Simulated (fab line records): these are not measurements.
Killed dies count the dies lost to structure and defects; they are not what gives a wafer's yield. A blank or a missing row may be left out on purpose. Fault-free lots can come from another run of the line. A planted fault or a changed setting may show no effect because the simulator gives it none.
Problem report, 8D (eight disciplines) form, completed by code -- flow rit_cmos -- the parts of the form that need people (team, actions taken, sign-off) are left out

== 1. THE PROBLEM ==
Wafers without a fault read 2727 s with a standard deviation of 3.1, while run_length_s at RIT_FOX2_WET_ETCH_03 averages 5426 s across 3 wafers of 1 lot. So: +99 or more standard deviations from the usual mean.
The step: etches Si3N4 in H3PO4, target depth 195 nm, time 2700 s.
The first sign was on wafer L841.1 at day 6 04:18, on wet_bench-02. Wafers with a number at this step in the record: 15, from 5 lots. Rule for "out" (also "out of limits"): further than 4 standard deviations from the usual mean. The other wafers with a number count as sound.

== 2. WHAT IT IS, AND WHAT IT ISN'T ==
question,is,is not
which readings at this step,run_length_s,-
which lots,L841,"L823, L825, L842, L843"
which wafers of those lots,all that have a number,-
read on which tools,wet_bench-02,"wet_bench-03, wet_bench-04"
when,from day 6 04:18,"up to then (6 sound wafers); but 6 sound wafers of L842, L843 came after"

== 3. SUSPECTS, AND WHAT RULES EACH OUT ==
Counting: any tool at a process step up to the reading is kept as a suspect provided that every lot that is out went through it and no sound lot did after the first of them.
- rie_diel-03 at RIT_ACTIVE_ETCH_13 (etches Si3N4 in SF6, stops on SiO2, time 210 s, target depth 210 nm): ruled out as a lasting fault. Sound lots L843 ran on it after its first lot that is out, L841 (day 6 00:29).
- plasma_asher-03 at RIT_ACTIVE_STRIP_14 (strips in O2, time 180 s): kept. It ran the lot that is out, L841 (day 6 00:37), and no sound lot after that; its last sound lot up to then is L823 (day 2 02:25).
- wet_bench-02 at RIT_FOX2_WET_ETCH_03 (etches Si3N4 in H3PO4, target depth 195 nm, time 2700 s): kept. It ran the lot that is out, L841 (day 6 04:18), and no sound lot after that; its last sound lot up to then is L823 (day 2 13:49). Its own run_length_s readings are out on those wafers.
The count leaves wet_bench-02 at RIT_FOX2_WET_ETCH_03 and plasma_asher-03 at RIT_ACTIVE_STRIP_14.

== 4. THE CAUSE (what the simulator had put in) ==
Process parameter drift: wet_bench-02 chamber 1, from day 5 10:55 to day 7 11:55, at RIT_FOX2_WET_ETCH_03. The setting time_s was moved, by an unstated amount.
After counting, 2 suspects remain, this tool included.

== 5. THE EFFECT CHAIN, in route order ==
Each row: a reading whose mean over the struck wafers that have a number lies more than 3 standard deviations from the usual. Readings are gone through only where the record gives a usual standard deviation; hours: the median, over the lots, of the time from a lot's start at the first step in this table giving one to that lot's start at this step; sigmas: the change measured in usual standard deviations.
hours,step,reading,usual,on struck wafers,change,sigmas
0,RIT_FOX2_WET_ETCH_03,run_length_s,2727 s,5426,+2699,+99 or more
The process steps in it:
- RIT_FOX2_WET_ETCH_03: etches Si3N4 in H3PO4, target depth 195 nm, time 2700 s.
Later steps that measure or inspect, where all struck wafers having a row at the step show a number for every such reading and not one has moved that far: RIT_FOX2_THK_MEAS_90, RIT_NWELL_OVL_MEAS_06, RIT_NWELL_TW_MEAS_10, RIT_PWELL_OVL_MEAS_06, RIT_PWELL_TW_MEAS_10, RIT_WELLDRIVE_RS_MEAS_01, RIT_WELLDRIVE_RS_MEAS_02.

== 6. WHAT WOULD HAVE CAUGHT IT SOONER ==
17 hours passed between the start of the fault at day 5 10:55 and the first reading out of limits in this record, taken at day 6 04:18.
